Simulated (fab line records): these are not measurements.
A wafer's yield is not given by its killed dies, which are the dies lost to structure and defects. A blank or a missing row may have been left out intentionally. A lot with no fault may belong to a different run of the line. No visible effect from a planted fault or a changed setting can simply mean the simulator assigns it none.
fab line records | flow rit_cmos | part 1 of 2: steps 1 to 34 of 46
record: lots: 5 | wafers: 15 | last_day: 7
route steps=202 shown PWELL@43 WELLDRIVE@50 NWELL@51 NRETRO@53 PRETRO@64 GATE@75 FOX2@80
lots that met no fault: taken from a fault-free run of the same line
start_h: hours from the record's first day to the start of the lot's first wafer shown | wait_h: hours elapsed since this lot's preceding step | " same as the row above | L1.1+2: a single row standing in for several wafers | - no value present, or no start provided | * or withheld: withheld | < > ~ a bound
route shown NAME@n: names a module that has steps shown in the file, with the first one's number in the route | usual: average and standard deviation across the fault-free wafers | same: alike in all rows | chamber/n: place in a boat | sites: readings site by site | _std_site: their standard deviation | _edge_site: inner sites' mean taken away from outer sites' mean | radius_mm: for every site, how far away it sits from the centre of the wafer | mask NAME#n: copy n | behind: the most recent tool/chamber to have shaped the wafer | hold: why the lot was held/for how many hours/how that ended | device: which transistor (n, p or np) failed to switch | end of line: the route-end tests of the same wafers | for a step that has no rows: nothing shown but its recipe | killed: dies that structure and defects cost at the first sort, which is not the same as the wafer's yield | map: a wafer's dies, x killed, . not, _ none there
set.NAME: the setting as run; set.NAME@STEP: as run at that earlier step | model.NAME: the simulator's own value behind a step, which no gauge read
a table for each step, a row for each wafer; lots at some steps of the route
services: from which hour (start_h, from the record's first day; less than 0 if before it) a tool's chamber was out of use, for how many hours, and why
== steps ==
step: RIT_PWELL_PEB_04
recipe: resist: NOVOLAK | temp_c: withheld | time_s: withheld
lot.wafer  | tool           | chamber | start_h | wait_h
L077.1+2+6 | litho_track-01 | 0       | 37.11   | 0.1
L084.3+4+5 | litho_track-01 | 0       | 72.59   | 0.1
L086.1+4+5 | litho_track-01 | 0       | 81.84   | 0.2
L089.1+3+4 | litho_track-02 | 0       | 97.21   | 0.1
L094.3+4+6 | litho_track-03 | 0       | 122.20  | 0.1
step: RIT_PWELL_DEVELOP_05
recipe: resist: NOVOLAK | develop_time_s: 68 | dev_temp_c: 23
lot.wafer  | tool           | chamber | start_h | wait_h
L077.1+2+6 | litho_track-01 | 0       | -       | -
L084.3+4+5 | litho_track-01 | 0       | -       | -
L086.1+4+5 | litho_track-01 | 0       | -       | -
L089.1+3+4 | litho_track-02 | 0       | -       | -
L094.3+4+6 | litho_track-03 | 0       | -       | -
step: RIT_PWELL_OVL_MEAS_06
usual: PWELL_OVL: 0.1/1.4
lot.wafer | tool       | chamber | start_h | wait_h | PWELL_OVL[nm]
L077.1    | overlay-02 | -       | 37.42   | -      | 1.3
L077.2    | "          | -       | "       | "      | 2.1
L077.6    | "          | -       | "       | "      | 1.6
L084.3    | overlay-01 | -       | 72.87   | -      | 1.6
L084.4    | "          | -       | "       | "      | 0.9
L084.5    | "          | -       | "       | "      | -0.2
L086.1    | overlay-02 | -       | 82.15   | -      | -1.1
L086.4    | "          | -       | "       | "      | 0.7
L086.5    | "          | -       | "       | "      | -0.2
L089.1    | overlay-02 | -       | 97.52   | -      | -2.1
L089.3    | "          | -       | "       | "      | -1.0
L089.4    | "          | -       | "       | "      | -1.9
L094.3    | overlay-01 | -       | 122.48  | -      | 0.0
L094.4    | "          | -       | "       | "      | 1.5
L094.6    | "          | -       | "       | "      | -0.1
step: RIT_PWELL_HARDBAKE_07
recipe: resist: NOVOLAK | temp_c: 140 | time_s: 120
lot.wafer  | tool           | chamber | start_h | wait_h
L077.1+2+6 | litho_track-03 | 0       | 37.46   | 0.0
L084.3+4+5 | litho_track-02 | 0       | 72.98   | 0.1
L086.1+4+5 | litho_track-01 | 0       | 82.19   | 0.0
L089.1+3+4 | litho_track-03 | 0       | 97.56   | 0.0
L094.3+4+6 | litho_track-01 | 0       | 122.58  | 0.1
step: RIT_PWELL_IMPLANT_08
recipe: species: B | energy_kev: 167.2 | dose_cm2: 7e+13 | tilt_deg: 7
usual: end_station_pressure_torr: 5.17e-06/2.7e-07 | tilt_deg: 6.998/0.021
lot.wafer | tool         | chamber | start_h | wait_h | end_station_pressure_torr | tilt_deg
L077.1    | implanter-02 | 0       | 37.71   | 0.2    | 5.33e-06                  | 6.999
L077.2    | "            | 0       | "       | "      | 5.43e-06                  | 7.008
L077.6    | "            | 0       | "       | "      | 5.23e-06                  | 6.988
L084.3    | implanter-02 | 0       | 73.20   | 0.2    | 5.31e-06                  | 6.975
L084.4    | "            | 0       | "       | "      | 5.21e-06                  | 6.944
L084.5    | "            | 0       | "       | "      | 5.3e-06                   | 6.956
L086.1    | implanter-02 | 0       | 82.44   | 0.2    | 4.72e-06                  | 7.013
L086.4    | "            | 0       | "       | "      | 5.39e-06                  | 6.999
L086.5    | "            | 0       | "       | "      | 5.12e-06                  | 7.013
L089.1    | implanter-02 | 0       | 97.91   | 0.3    | 5.66e-06                  | 6.961
L089.3    | "            | 0       | "       | "      | 5.43e-06                  | 6.971
L089.4    | "            | 0       | "       | "      | 5.29e-06                  | 7.019
L094.3    | implanter-02 | 0       | 122.80  | 0.2    | 5.66e-06                  | 6.993
L094.4    | "            | 0       | "       | "      | 4.67e-06                  | 6.995
L094.6    | "            | 0       | "       | "      | 5.22e-06                  | 6.986
step: RIT_PWELL_STRIP_09
recipe: chemistry: O2 | time_s: 180 | resist: NOVOLAK | platen_temp_c: withheld | power_w: 500 | pressure_mtorr: 4000 | o2_flow_sccm: 4000
usual: drypump_motor_current_A: 5.59/0.27
lot.wafer | tool            | chamber | start_h | wait_h | drypump_motor_current_A | rf_hours_counter_h
L077.1    | plasma_asher-02 | 0       | 37.86   | 0.1    | 5.31                    | 37
L077.2    | "               | 1       | "       | "      | 5.72                    | 37
L077.6    | "               | 1       | "       | "      | 5.70                    | -
L084.3    | plasma_asher-03 | 1       | 73.35   | 0.1    | 5.43                    | -
L084.4    | "               | 0       | "       | "      | 5.85                    | -
L084.5    | "               | 1       | "       | "      | 5.42                    | -
L086.1    | plasma_asher-02 | 0       | 82.59   | 0.1    | 5.24                    | 43
L086.4    | "               | 1       | "       | "      | 5.71                    | -
L086.5    | "               | 1       | "       | "      | 5.71                    | -
L089.1    | plasma_asher-01 | 0       | 98.06   | 0.1    | 5.41                    | 45
L089.3    | "               | 0       | "       | "      | 5.42                    | -
L089.4    | "               | 1       | "       | "      | 6.20                    | -
L094.3    | plasma_asher-03 | 1       | 122.96  | 0.1    | 5.44                    | -
L094.4    | "               | 0       | "       | "      | 5.86                    | -
L094.6    | "               | 0       | "       | "      | 5.85                    | -
step: RIT_PWELL_TW_MEAS_10
usual: PWELL_TW: 956/11
lot.wafer | tool          | chamber | start_h | wait_h | PWELL_TW
L077.1    | film_metro-02 | -       | 38.03   | 0.1    | 968
L077.2    | "             | -       | "       | "      | 964
L077.6    | "             | -       | "       | "      | 967
L084.3    | film_metro-04 | -       | 73.49   | 0.1    | 937
L084.4    | "             | -       | "       | "      | 941
L084.5    | "             | -       | "       | "      | 937
L086.1    | film_metro-01 | -       | 82.76   | 0.1    | 975
L086.4    | "             | -       | "       | "      | 974
L086.5    | "             | -       | "       | "      | 970
L089.1    | film_metro-01 | -       | 98.23   | 0.1    | 959
L089.3    | "             | -       | "       | "      | 956
L089.4    | "             | -       | "       | "      | 964
L094.3    | film_metro-02 | -       | 123.09  | 0.1    | 975
L094.4    | "             | -       | "       | "      | 971
L094.6    | "             | -       | "       | "      | 972
step: RIT_WELLDRIVE_ANNEAL_00
recipe: temp_c: 1100 | time_s: 14700 | ambient: N2
usual: spike_tc_load_C: 1124.3/2.3
lot.wafer | tool       | chamber | start_h | wait_h | spike_tc_load_C
L077.1    | furnace-03 | 0       | 38.59   | 0.6    | 1123.5
L077.2    | "          | 0       | "       | "      | 1122.8
L077.6    | "          | 0       | "       | "      | 1123.1
L084.3    | furnace-03 | 0       | 73.53   | 0.0    | 1125.6
L084.4    | "          | 0       | "       | "      | 1125.0
L084.5    | "          | 0       | "       | "      | 1123.6
L086.1    | furnace-02 | 0       | 83.03   | 0.3    | 1128.1
L086.4    | "          | 0       | "       | "      | 1127.7
L086.5    | "          | 0       | "       | "      | 1126.1
L089.1    | furnace-01 | 0       | 98.38   | 0.1    | 1122.2
L089.3    | "          | 0       | "       | "      | 1121.1
L089.4    | "          | 0       | "       | "      | 1121.5
L094.3    | furnace-02 | 0       | 123.13  | 0.0    | 1127.4
L094.4    | "          | 0       | "       | "      | 1129.0
L094.6    | "          | 0       | "       | "      | 1128.1
step: RIT_WELLDRIVE_RS_MEAS_01
recipe: thk_meas_gauge: four-point-probe
usual: NWELL_RS: 275.2/0.64
lot.wafer | tool          | chamber | start_h | wait_h | NWELL_RS[ohm/sq]
L077.1    | film_metro-02 | -       | 43.68   | 0.0    | 273.5
L077.2    | "             | -       | "       | "      | 274.6
L077.6    | "             | -       | "       | "      | 274.2
L084.3    | film_metro-01 | -       | 78.65   | 0.0    | 274.6
L084.4    | "             | -       | "       | "      | 276.0
L084.5    | "             | -       | "       | "      | 276.4
L086.1    | film_metro-04 | -       | 88.12   | 0.0    | 275.5
L086.4    | "             | -       | "       | "      | 274.8
L086.5    | "             | -       | "       | "      | 275.6
L089.1    | film_metro-02 | -       | 103.46  | 0.0    | 274.4
L089.3    | "             | -       | "       | "      | 274.3
L089.4    | "             | -       | "       | "      | 275.3
L094.3    | film_metro-01 | -       | 128.26  | 0.0    | 275.9
L094.4    | "             | -       | "       | "      | 276.3
L094.6    | "             | -       | "       | "      | 275.8
step: RIT_WELLDRIVE_RS_MEAS_02
recipe: thk_meas_gauge: four-point-probe
usual: PWELL_RS: 430.5/1.2
lot.wafer | tool          | chamber | start_h | wait_h | PWELL_RS[ohm/sq]
L077.1    | film_metro-02 | -       | 43.80   | 0.1    | 430.3
L077.2    | "             | -       | "       | "      | 431.1
L077.6    | "             | -       | "       | "      | 429.5
L084.3    | film_metro-01 | -       | 78.77   | 0.1    | 430.9
L084.4    | "             | -       | "       | "      | 431.2
L084.5    | "             | -       | "       | "      | 430.8
L086.1    | film_metro-04 | -       | 88.24   | 0.1    | 428.9
L086.4    | "             | -       | "       | "      | 429.8
L086.5    | "             | -       | "       | "      | 428.7
L089.1    | film_metro-02 | -       | 103.58  | 0.1    | 431.3
L089.3    | "             | -       | "       | "      | 430.9
L089.4    | "             | -       | "       | "      | 431.2
L094.3    | film_metro-01 | -       | 128.38  | 0.1    | 429.6
L094.4    | "             | -       | "       | "      | 428.8
L094.6    | "             | -       | "       | "      | 428.8
step: RIT_NRETRO_HMDS_00
recipe: prime_time_s: 60 | prime_temp_c: 140
usual: prime_temp_c: 139.97/0.15
lot.wafer | tool           | chamber | start_h | wait_h | prime_temp_c
L077.1    | litho_track-02 | 0       | 43.98   | 0.2    | 139.89
L077.2    | "              | 0       | "       | "      | 140.04
L077.6    | "              | 0       | "       | "      | 139.83
L084.3    | litho_track-01 | 0       | 78.90   | 0.1    | 139.97
L084.4    | "              | 0       | "       | "      | 139.95
L084.5    | "              | 0       | "       | "      | 140.05
L086.1    | litho_track-02 | 0       | 88.36   | 0.1    | 139.95
L086.4    | "              | 0       | "       | "      | 140.00
L086.5    | "              | 0       | "       | "      | 140.24
L089.1    | litho_track-04 | 0       | 103.70  | 0.1    | 139.79
L089.3    | "              | 0       | "       | "      | 140.03
L089.4    | "              | 0       | "       | "      | 139.90
L094.3    | litho_track-02 | 0       | 128.51  | 0.1    | 140.07
L094.4    | "              | 0       | "       | "      | 140.11
L094.6    | "              | 0       | "       | "      | 140.08
step: RIT_NRETRO_COAT_01
recipe: resist: NOVOLAK | spin_rpm: 2000 | resist_thk_nm: 1300
lot.wafer  | tool           | chamber | start_h | wait_h
L077.1+2+6 | litho_track-02 | 0       | 44.13   | 0.1
L084.3+4+5 | litho_track-01 | 0       | 79.05   | 0.1
L086.1+4+5 | litho_track-02 | 0       | 88.51   | 0.1
L089.1+3+4 | litho_track-04 | 0       | 103.85  | 0.1
L094.3+4+6 | litho_track-02 | 0       | 128.66  | 0.1
step: RIT_NRETRO_SOFTBAKE_02
recipe: resist: NOVOLAK | temp_c: 90 | time_s: 60
lot.wafer  | tool           | chamber | start_h | wait_h
L077.1+2+6 | litho_track-02 | 0       | 44.28   | 0.1
L084.3+4+5 | litho_track-01 | 0       | 79.20   | 0.1
L086.1+4+5 | litho_track-02 | 0       | 88.66   | 0.1
L089.1+3+4 | litho_track-04 | 0       | 104.00  | 0.1
L094.3+4+6 | litho_track-02 | 0       | 128.81  | 0.1
step: RIT_NRETRO_EXPOSE_03
recipe: mask_id: M4 | na: 0.57 | target_cd_nm: 43900 | dose_mj: 250
lot.wafer  | tool             | chamber | start_h | wait_h | mask
L077.1+2+6 | iline_stepper-02 | 0       | 44.61   | 0.3    | M4#0
L084.3+4+5 | iline_stepper-02 | 0       | 79.47   | 0.2    | M4#0
L086.1+4+5 | iline_stepper-02 | 0       | 88.93   | 0.2    | M4#0
L089.1+3+4 | iline_stepper-01 | 0       | 104.28  | 0.2    | M4#0
L094.3+4+6 | iline_stepper-02 | 0       | 129.07  | 0.2    | M4#0
step: RIT_NRETRO_PEB_04
recipe: resist: NOVOLAK | temp_c: withheld | time_s: withheld
lot.wafer  | tool           | chamber | start_h | wait_h
L077.1+2+6 | litho_track-04 | 0       | 44.72   | 0.1
L084.3+4+5 | litho_track-04 | 0       | 79.61   | 0.1
L086.1+4+5 | litho_track-02 | 0       | 89.05   | 0.1
L089.1+3+4 | litho_track-01 | 0       | 104.39  | 0.1
L094.3+4+6 | litho_track-01 | 0       | 129.20  | 0.1
step: RIT_NRETRO_DEVELOP_05
recipe: resist: NOVOLAK | develop_time_s: 68 | dev_temp_c: 23
lot.wafer  | tool           | chamber | start_h | wait_h
L077.1+2+6 | litho_track-04 | 0       | -       | -
L084.3+4+5 | litho_track-04 | 0       | -       | -
L086.1+4+5 | litho_track-02 | 0       | -       | -
L089.1+3+4 | litho_track-01 | 0       | -       | -
L094.3+4+6 | litho_track-01 | 0       | -       | -
step: RIT_NRETRO_OVL_MEAS_06
usual: NRETRO_OVL: -0.3/1.3
lot.wafer | tool       | chamber | start_h | wait_h | NRETRO_OVL[nm]
L077.1    | overlay-01 | -       | 45.04   | -      | 0.3
L077.2    | "          | -       | "       | "      | 0.5
L077.6    | "          | -       | "       | "      | -0.2
L084.3    | overlay-02 | -       | 79.89   | -      | 1.8
L084.4    | "          | -       | "       | "      | 1.0
L084.5    | "          | -       | "       | "      | -0.7
L086.1    | overlay-01 | -       | 89.36   | -      | -2.0
L086.4    | "          | -       | "       | "      | -2.0
L086.5    | "          | -       | "       | "      | -1.7
L089.1    | overlay-02 | -       | 104.71  | -      | -0.6
L089.3    | "          | -       | "       | "      | -0.1
L089.4    | "          | -       | "       | "      | -1.3
L094.3    | overlay-01 | -       | 129.47  | -      | -0.6
L094.4    | "          | -       | "       | "      | -1.6
L094.6    | "          | -       | "       | "      | -1.2
step: RIT_NRETRO_HARDBAKE_07
recipe: resist: NOVOLAK | temp_c: 140 | time_s: 120
lot.wafer  | tool           | chamber | start_h | wait_h
L077.1+2+6 | litho_track-04 | 0       | 45.07   | 0.0
L084.3+4+5 | litho_track-02 | 0       | 80.00   | 0.1
L086.1+4+5 | litho_track-04 | 0       | 89.40   | 0.0
L089.1+3+4 | litho_track-02 | 0       | 104.74  | 0.0
L094.3+4+6 | litho_track-01 | 0       | 129.58  | 0.1
step: RIT_NRETRO_IMPLANT_08
recipe: species: P | energy_kev: 70 | dose_cm2: 1e+13 | tilt_deg: 7.273
usual: end_station_pressure_torr: 5.01e-06/2.5e-07 | tilt_deg: 7.271/0.021
lot.wafer | tool         | chamber | start_h | wait_h | end_station_pressure_torr | tilt_deg
L077.1    | implanter-03 | 0       | 45.32   | 0.2    | 4.84e-06                  | 7.276
L077.2    | "            | 0       | "       | "      | 4.77e-06                  | 7.288
L077.6    | "            | 0       | "       | "      | 4.86e-06                  | 7.242
L084.3    | implanter-02 | 0       | 80.21   | 0.2    | 4.86e-06                  | 7.260
L084.4    | "            | 0       | "       | "      | 5.1e-06                   | 7.274
L084.5    | "            | 0       | "       | "      | 5.01e-06                  | 7.277
L086.1    | implanter-03 | 0       | 89.65   | 0.2    | 5.25e-06                  | 7.270
L086.4    | "            | 0       | "       | "      | 4.97e-06                  | 7.235
L086.5    | "            | 0       | "       | "      | 5.11e-06                  | 7.254
L089.1    | implanter-02 | 0       | 104.99  | 0.2    | 5.18e-06                  | 7.298
L089.3    | "            | 0       | "       | "      | 4.72e-06                  | 7.281
L089.4    | "            | 0       | "       | "      | 4.98e-06                  | 7.277
L094.3    | implanter-02 | 0       | 129.80  | 0.2    | 5.25e-06                  | 7.277
L094.4    | "            | 0       | "       | "      | 5.1e-06                   | 7.263
L094.6    | "            | 0       | "       | "      | 4.97e-06                  | 7.232
step: RIT_NRETRO_STRIP_09
recipe: chemistry: O2 | time_s: 180 | resist: NOVOLAK | platen_temp_c: withheld | power_w: 500 | pressure_mtorr: 4000 | o2_flow_sccm: 4000
usual: drypump_motor_current_A: 5.5/0.31
lot.wafer | tool            | chamber | start_h | wait_h | drypump_motor_current_A | rf_hours_counter_h
L077.1    | plasma_asher-04 | 0       | 45.47   | 0.1    | 4.9                     | 26
L077.2    | "               | 1       | "       | "      | 5.6                     | 26
L077.6    | "               | 1       | "       | "      | 5.6                     | -
L084.3    | plasma_asher-03 | 1       | 80.37   | 0.1    | 5.4                     | -
L084.4    | "               | 0       | "       | "      | 5.8                     | -
L084.5    | "               | 1       | "       | "      | 5.4                     | -
L086.1    | plasma_asher-04 | 0       | 89.80   | 0.1    | 4.9                     | 30
L086.4    | "               | 1       | "       | "      | 5.5                     | -
L086.5    | "               | 1       | "       | "      | 5.5                     | -
L089.1    | plasma_asher-02 | 1       | 105.14  | 0.1    | 5.7                     | 46
L089.3    | "               | 1       | "       | "      | 5.7                     | -
L089.4    | "               | 0       | "       | "      | 5.3                     | -
L094.3    | plasma_asher-03 | 1       | 129.96  | 0.1    | 5.4                     | -
L094.4    | "               | 0       | "       | "      | 5.8                     | -
L094.6    | "               | 1       | "       | "      | 5.4                     | -
step: RIT_NRETRO_TW_MEAS_10
usual: NRETRO_TW: 1051/15
lot.wafer | tool          | chamber | start_h | wait_h | NRETRO_TW
L077.1    | film_metro-04 | -       | 45.65   | 0.1    | 1038
L077.2    | "             | -       | "       | "      | 1038
L077.6    | "             | -       | "       | "      | 1039
L084.3    | film_metro-04 | -       | 80.51   | 0.1    | 1041
L084.4    | "             | -       | "       | "      | 1040
L084.5    | "             | -       | "       | "      | 1044
L086.1    | film_metro-02 | -       | 89.97   | 0.1    | 1081
L086.4    | "             | -       | "       | "      | 1073
L086.5    | "             | -       | "       | "      | 1076
L089.1    | film_metro-03 | -       | 105.32  | 0.1    | 1046
L089.3    | "             | -       | "       | "      | 1048
L089.4    | "             | -       | "       | "      | 1040
L094.3    | film_metro-03 | -       | 130.09  | 0.1    | 1038
L094.4    | "             | -       | "       | "      | 1036
L094.6    | "             | -       | "       | "      | 1038
step: RIT_PRETRO_HMDS_00
recipe: prime_time_s: 60 | prime_temp_c: 140
usual: prime_temp_c: 140.05/0.14
lot.wafer | tool           | chamber | start_h | wait_h | prime_temp_c
L077.1    | litho_track-04 | 0       | 45.77   | 0.1    | 139.92
L077.2    | "              | 0       | "       | "      | 140.02
L077.6    | "              | 0       | "       | "      | 140.06
L084.3    | litho_track-01 | 0       | 80.60   | 0.1    | 139.91
L084.4    | "              | 0       | "       | "      | 139.96
L084.5    | "              | 0       | "       | "      | 139.95
L086.1    | litho_track-01 | 0       | 90.03   | 0.1    | 140.00
L086.4    | "              | 0       | "       | "      | 140.10
L086.5    | "              | 0       | "       | "      | 140.24
L089.1    | litho_track-03 | 0       | 105.53  | 0.2    | 140.03
L089.3    | "              | 0       | "       | "      | 140.01
L089.4    | "              | 0       | "       | "      | 140.06
L094.3    | litho_track-04 | 0       | 130.18  | 0.1    | 140.07
L094.4    | "              | 0       | "       | "      | 140.10
L094.6    | "              | 0       | "       | "      | 139.91
step: RIT_PRETRO_COAT_01
recipe: resist: NOVOLAK | spin_rpm: 2000 | resist_thk_nm: 1300
lot.wafer  | tool           | chamber | start_h | wait_h
L077.1+2+6 | litho_track-04 | 0       | 45.92   | 0.1
L084.3+4+5 | litho_track-01 | 0       | 80.75   | 0.1
L086.1+4+5 | litho_track-01 | 0       | 90.18   | 0.1
L089.1+3+4 | litho_track-03 | 0       | 105.68  | 0.1
L094.3+4+6 | litho_track-04 | 0       | 130.33  | 0.1
step: RIT_PRETRO_SOFTBAKE_02
recipe: resist: NOVOLAK | temp_c: 90 | time_s: 60
lot.wafer  | tool           | chamber | start_h | wait_h
L077.1+2+6 | litho_track-04 | 0       | 46.07   | 0.1
L084.3+4+5 | litho_track-01 | 0       | 80.90   | 0.1
L086.1+4+5 | litho_track-01 | 0       | 90.33   | 0.1
L089.1+3+4 | litho_track-03 | 0       | 105.83  | 0.1
L094.3+4+6 | litho_track-04 | 0       | 130.48  | 0.1
step: RIT_PRETRO_EXPOSE_03
recipe: mask_id: M5 | na: 0.57 | target_cd_nm: 43700 | dose_mj: 250
lot.wafer  | tool             | chamber | start_h | wait_h | mask
L077.1+2+6 | iline_stepper-01 | 0       | 46.22   | 0.1    | M5#0
L084.3+4+5 | iline_stepper-01 | 0       | 81.16   | 0.2    | M5#0
L086.1+4+5 | iline_stepper-02 | 0       | 90.48   | 0.1    | M5#0
L089.1+3+4 | iline_stepper-01 | 0       | 106.11  | 0.2    | M5#0
L094.3+4+6 | iline_stepper-01 | 0       | 130.75  | 0.2    | M5#0
step: RIT_PRETRO_PEB_04
recipe: resist: NOVOLAK | temp_c: withheld | time_s: withheld
lot.wafer  | tool           | chamber | start_h | wait_h
L077.1+2+6 | litho_track-03 | 0       | 46.48   | 0.2
L084.3+4+5 | litho_track-04 | 0       | 81.29   | 0.1
L086.1+4+5 | litho_track-03 | 0       | 90.60   | 0.1
L089.1+3+4 | litho_track-03 | 0       | 106.43  | 0.3
L094.3+4+6 | litho_track-01 | 0       | 130.88  | 0.1
step: RIT_PRETRO_DEVELOP_05
recipe: resist: NOVOLAK | develop_time_s: 68 | dev_temp_c: 23
lot.wafer  | tool           | chamber | start_h | wait_h
L077.1+2+6 | litho_track-03 | 0       | -       | -
L084.3+4+5 | litho_track-04 | 0       | -       | -
L086.1+4+5 | litho_track-03 | 0       | -       | -
L089.1+3+4 | litho_track-03 | 0       | -       | -
L094.3+4+6 | litho_track-01 | 0       | -       | -
step: RIT_PRETRO_OVL_MEAS_06
usual: PRETRO_OVL: 0.1/1.6
lot.wafer | tool       | chamber | start_h | wait_h | PRETRO_OVL[nm]
L077.1    | overlay-02 | -       | 46.80   | -      | 0.3
L077.2    | "          | -       | "       | "      | -0.9
L077.6    | "          | -       | "       | "      | 0.6
L084.3    | overlay-01 | -       | 81.57   | -      | 0.6
L084.4    | "          | -       | "       | "      | 0.1
L084.5    | "          | -       | "       | "      | 0.2
L086.1    | overlay-02 | -       | 90.91   | -      | 0.5
L086.4    | "          | -       | "       | "      | 2.0
L086.5    | "          | -       | "       | "      | 0.2
L089.1    | overlay-02 | -       | 106.75  | -      | 2.0
L089.3    | "          | -       | "       | "      | -0.2
L089.4    | "          | -       | "       | "      | -1.3
L094.3    | overlay-01 | -       | 131.15  | -      | 2.3
L094.4    | "          | -       | "       | "      | 1.5
L094.6    | "          | -       | "       | "      | 1.5
step: RIT_PRETRO_HARDBAKE_07
recipe: resist: NOVOLAK | temp_c: 140 | time_s: 120
lot.wafer  | tool           | chamber | start_h | wait_h
L077.1+2+6 | litho_track-04 | 0       | 47.07   | 0.3
L084.3+4+5 | litho_track-01 | 0       | 81.67   | 0.1
L086.1+4+5 | litho_track-01 | 0       | 90.95   | 0.0
L089.1+3+4 | litho_track-04 | 0       | 106.78  | 0.0
L094.3+4+6 | litho_track-01 | 0       | 131.26  | 0.1
step: RIT_PRETRO_IMPLANT_08
recipe: species: B | energy_kev: 45 | dose_cm2: 1.2e+13 | tilt_deg: 7
usual: end_station_pressure_torr: 5.03e-06/2.6e-07 | tilt_deg: 6.994/0.021
lot.wafer | tool         | chamber | start_h | wait_h | end_station_pressure_torr | tilt_deg
L077.1    | implanter-03 | 0       | 47.32   | 0.2    | 5.32e-06                  | 6.971
L077.2    | "            | 0       | "       | "      | 5.16e-06                  | 6.971
L077.6    | "            | 0       | "       | "      | 4.27e-06                  | 6.947
L084.3    | implanter-01 | 0       | 81.89   | 0.2    | 5.13e-06                  | 7.024
L084.4    | "            | 0       | "       | "      | 4.77e-06                  | 7.025
L084.5    | "            | 0       | "       | "      | 4.66e-06                  | 7.023
L086.1    | implanter-01 | 0       | 91.20   | 0.2    | 5.1e-06                   | 6.990
L086.4    | "            | 0       | "       | "      | 5.01e-06                  | 6.959
L086.5    | "            | 0       | "       | "      | 4.99e-06                  | 7.011
L089.1    | implanter-01 | 0       | 107.03  | 0.2    | 4.87e-06                  | 6.990
L089.3    | "            | 0       | "       | "      | 5.15e-06                  | 7.008
L089.4    | "            | 0       | "       | "      | 4.89e-06                  | 6.971
L094.3    | implanter-03 | 0       | 131.47  | 0.2    | 5.36e-06                  | 7.030
L094.4    | "            | 0       | "       | "      | 5.44e-06                  | 7.030
L094.6    | "            | 0       | "       | "      | 4.91e-06                  | 7.030
step: RIT_PRETRO_STRIP_09
recipe: chemistry: O2 | time_s: 180 | resist: NOVOLAK | platen_temp_c: withheld | power_w: 500 | pressure_mtorr: 4000 | o2_flow_sccm: 4000
usual: drypump_motor_current_A: 5.4/0.42
lot.wafer | tool            | chamber | start_h | wait_h | drypump_motor_current_A | rf_hours_counter_h
L077.1    | plasma_asher-02 | 0       | 47.47   | 0.1    | 5.3                     | 38
L077.2    | "               | 1       | "       | "      | 5.7                     | 38
L077.6    | "               | 1       | "       | "      | 5.7                     | -
L084.3    | plasma_asher-04 | 0       | 82.05   | 0.1    | 4.9                     | -
L084.4    | "               | 1       | "       | "      | 5.5                     | -
L084.5    | "               | 1       | "       | "      | 5.6                     | -
L086.1    | plasma_asher-01 | 1       | 91.35   | 0.1    | 6.2                     | 44
L086.4    | "               | 1       | "       | "      | 6.2                     | -
L086.5    | "               | 0       | "       | "      | 5.5                     | -
L089.1    | plasma_asher-04 | 1       | 107.18  | 0.1    | 5.5                     | 32
L089.3    | "               | 0       | "       | "      | 4.9                     | -
L089.4    | "               | 1       | "       | "      | 5.5                     | -
L094.3    | plasma_asher-04 | 1       | 131.63  | 0.1    | 5.6                     | -
L094.4    | "               | 0       | "       | "      | 4.9                     | -
L094.6    | "               | 1       | "       | "      | 5.6                     | -
step: RIT_PRETRO_TW_MEAS_10
usual: PRETRO_TW: 478/6.7
lot.wafer | tool          | chamber | start_h | wait_h | PRETRO_TW
L077.1    | film_metro-03 | -       | 47.64   | 0.1    | 473
L077.2    | "             | -       | "       | "      | 473
L077.6    | "             | -       | "       | "      | 471
L084.3    | film_metro-02 | -       | 82.19   | 0.1    | 486
L084.4    | "             | -       | "       | "      | 489
L084.5    | "             | -       | "       | "      | 487
L086.1    | film_metro-01 | -       | 91.52   | 0.1    | 487
L086.4    | "             | -       | "       | "      | 485
L086.5    | "             | -       | "       | "      | 481
L089.1    | film_metro-03 | -       | 107.36  | 0.1    | 470
L089.3    | "             | -       | "       | "      | 471
L089.4    | "             | -       | "       | "      | 470
L094.3    | film_metro-01 | -       | 131.77  | 0.1    | 483
L094.4    | "             | -       | "       | "      | 480
L094.6    | "             | -       | "       | "      | 485
step: RIT_GATE_WET_ETCH_00
recipe: chemistry: BOE | target: SiO2 | target_depth_nm: 56 | time_s: 60 | dry: n2_spin | dilution: 10:1 | temp_c: 21.5
lot.wafer  | tool         | chamber | start_h | wait_h
L077.1+2+6 | wet_bench-01 | 0       | 47.70   | 0.1
L084.3+4+5 | wet_bench-03 | 0       | 82.23   | 0.0
L086.1+4+5 | wet_bench-02 | 3       | 91.58   | 0.1
L089.1+3+4 | wet_bench-02 | 0       | 107.42  | 0.1
L094.3+4+6 | wet_bench-03 | 1       | 131.81  | 0.0
step: RIT_GATE_CLEAN_01
recipe: chemistry: SC1 | mix: 3:3:50 | time_s: 600 | temp_c: 75
lot.wafer  | tool         | chamber | start_h | wait_h
L077.1+2+6 | wet_bench-02 | 2       | 47.73   | 0.0
L084.3+4+5 | wet_bench-02 | 2       | 82.25   | 0.0
L086.1+4+5 | wet_bench-01 | 1       | 91.61   | 0.0
L089.1+3+4 | wet_bench-03 | 0       | 107.44  | 0.0
L094.3+4+6 | wet_bench-01 | 0       | 131.84  | 0.0
